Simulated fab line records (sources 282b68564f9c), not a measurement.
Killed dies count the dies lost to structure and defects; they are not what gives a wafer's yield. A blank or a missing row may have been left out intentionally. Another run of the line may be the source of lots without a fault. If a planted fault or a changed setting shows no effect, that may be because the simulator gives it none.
Struck lot and sound lot, side by side ; flow rit_cmos ; 16 steps out of a route of 202
Sound: wafers L812.2, L812.3, L812.4. Wafers struck: L823.1, L823.5, L823.6. Last of all comes the cause.
For every step that has rows: the tool of each side, followed by ch and its chambers, followed by its first start. Under that, the readings that differ: sound wafers ; struck wafers ; difference of the means ; sigmas: that difference in standard deviations of wafers without a fault.
alike: words and numbers the same on both sides, and readings whose means are apart by under 2 such deviations; not compared: readings that were withheld, readings missing a value for some wafer, numbers with overlapping values and no deviation given by the record, and bounds like >300 which may hide the same value.
Wherever a step has rows on one side only, a row that says differs or no value, or a row with sigmas, the two part there. Numbers that have no deviation but don't overlap get no sigmas and don't part them. Lack of a reading on every wafer of one side parts them only where that side has two or more wafers.

first, 4 steps without rows for these wafers: RIT_CONTACT_SOFTBAKE_04 (time 60 s); RIT_CONTACT_EXPOSE_05 (exposes mask M11, target cd 1000 nm); RIT_CONTACT_PEB_06; RIT_CONTACT_DEVELOP_07 (develop time 120 s).
RIT_CONTACT_CD_MEAS_08 targets a cd of 1000 nm.
  struck on cd_sem-02, day 6 05:00; sound on cd_sem-01, day 3 20:17
  alike: cd_nm
RIT_CONTACT_OVL_MEAS_09:
  struck on overlay-01, day 6 05:07; sound on overlay-01, day 3 20:24
  alike: CONTACT_OVL
then, 1 step without rows for these wafers: RIT_CONTACT_HARDBAKE_10 (time 60 s).
RIT_CONTACT_ETCH_11: etches SiO2 in CHF3/CF4/Ar, stops on TiSi2, target depth 480 nm, time 320 s.
  sound on rie_diel-01 ch 1,2,3, day 3 20:35; struck on rie_diel-01 ch 1,3, day 6 05:19
  alike: chamber_pressure_mTorr, drypump_motor_current_A, oes_product_au, throttle_valve_pct
  not compared: rf_hours_counter_h
RIT_CONTACT_STRIP_12: strips in O2, time 180 s.
  sound on plasma_asher-03 ch 0,1, day 3 20:47; struck on plasma_asher-03 ch 0,1, day 6 05:30
  alike: chamber_pressure_mTorr, drypump_motor_current_A
  not compared: rf_hours_counter_h
RIT_CONTACT_CD_MEAS_90 targets a cd of 1000 nm.
  struck on cd_sem-01, day 6 05:41; sound on cd_sem-01, day 3 20:58
  alike: cd_nm
then, 2 steps without rows for these wafers: RIT_CONTACT_CLEAN_13 (cleans in SC1, time 600 s); RIT_CONTACT_CLEAN_14 (cleans in SC2, time 600 s).
RIT_M1_SPUTTER_00: material Al, target thk 400 nm, time 500 s.
  struck on pvd_sputter-03, day 6 06:10; sound on pvd_sputter-04, day 3 21:25
reading;sound;struck;difference;sigmas
model.Al_of_M1_SPUTTER_00.thk_nm (nm);401.7 402.6 404.6;375.5 370.3 367.3;-31.9;
  alike: throttle_valve_pct
RIT_M1_RS_MEAS_01: measurement is done with a four-point probe.
  struck on film_metro-02, day 6 06:45; sound on film_metro-04, day 3 21:44
reading;sound;struck;difference;sigmas
M1_AL_RS (ohm/sq);0.0731 0.0728 0.0726;0.0783 0.0795 0.0801;+0.0065;+7
  not compared: hold
RIT_M1_THK_MEAS_02: measures by xrf.
  struck on film_metro-02, day 6 19:30; sound on film_metro-04, day 3 21:50
reading;sound;struck;difference;sigmas
M1_AL_THK (nm);411 412 414;381 373 374;-36;-6
  not compared: hold
RIT_M1_PROBE_99:
  struck on prober-02, day 7 07:18; sound on prober-01, day 4 02:19
reading;sound;struck;difference;sigmas
hold;- - -;await_dispo/6.6h/release await_dispo/6.6h/release await_dispo/6.6h/release;no value on the sound wafers;
  alike: defect_limited_yield, killed_at_M0_to_M3, killed_at_contacts, killed_at_front_end, killed_dies, killed_open, killed_short, sort_bin_3_pad_short, sort_bin_5_function, sort_bin_6_memory, sort_n_pass, sort_yield_pct

== WHERE THEY PART ==
First at RIT_M1_RS_MEAS_01; last, within this record, at RIT_M1_PROBE_99.

WHY: the cause the simulator had injected
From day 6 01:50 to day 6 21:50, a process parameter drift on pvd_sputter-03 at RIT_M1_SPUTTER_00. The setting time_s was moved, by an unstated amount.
